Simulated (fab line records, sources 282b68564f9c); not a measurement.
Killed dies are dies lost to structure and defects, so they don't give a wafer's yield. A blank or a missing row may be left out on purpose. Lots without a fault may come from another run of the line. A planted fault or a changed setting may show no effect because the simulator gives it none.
Which tool did it? | flow rit_cmos | 6 lots, 18 wafers sampled, at 2 steps of a route of 202

WHAT THE GAUGES READ, wafer by wafer
RIT_ACTIVE_THK_MEAS_04.
lot  | measured    | on            | ACTIVE_NITRIDE_THK (nm)
L380 | day 1 18:32 | film_metro-04 | 149.7 151.0 151.0
L382 | day 2 04:32 | film_metro-02 | 149.0 149.4 148.9
L384 | day 2 16:08 | film_metro-04 | 149.8 149.3 150.2
L386 | day 3 00:37 | film_metro-01 | 150.3 148.8 150.3
L391 | day 4 01:32 | film_metro-01 | 151.2 150.8 149.4
L395 | day 4 23:09 | film_metro-01 | 130.2 130.9 130.9

WHICH TOOL RAN EACH LOT (tool, then ch and the chambers of the sampled wafers, then the start)
lot  | RIT_ACTIVE_CVD_03
L380 | lpcvd-02 ch 1, day 1 17:07
L382 | lpcvd-01 ch 0, day 2 03:07
L384 | lpcvd-01 ch 1, day 2 14:00
L386 | lpcvd-01 ch 0, day 2 23:11
L391 | lpcvd-01 ch 1, day 4 00:07
L395 | lpcvd-01 ch 0, day 4 21:44
- RIT_ACTIVE_CVD_03: deposits Si3N4 from SiH2Cl2/NH3, target thk 150 nm, time 1500 s.

THE ANSWER, worked out from the rows above alone
Rule: what is usual is taken from the lots themselves. Put in order of their means at a reading, lots are off if they are a third of the lots or fewer, leave a main group of 4 or more, and stand apart from it by a gap of 3 or more times the standard deviation of the main group's means; of several such gaps the widest counts. A main group whose means are all the same, to the digits that the tables above print for the reading, isn't used. A lot without any number at a reading at which 4 lots or more have one is off too. The other lots that the step has rows for count as sound.
Off: L395, at RIT_ACTIVE_THK_MEAS_04 (ACTIVE_NITRIDE_THK). The main group: mean 149.9 nm, standard deviation 0.53.
A tool fits if, at a process step before that reading, it ran every lot that is off, and no sound lot after the first of them. The gauges at RIT_ACTIVE_THK_MEAS_04 are tried like those tools. Can't be told from this: 2 tools fit, lpcvd-01 at RIT_ACTIVE_CVD_03, film_metro-01 at RIT_ACTIVE_THK_MEAS_04.

WHAT THE SIMULATOR HAD PUT IN
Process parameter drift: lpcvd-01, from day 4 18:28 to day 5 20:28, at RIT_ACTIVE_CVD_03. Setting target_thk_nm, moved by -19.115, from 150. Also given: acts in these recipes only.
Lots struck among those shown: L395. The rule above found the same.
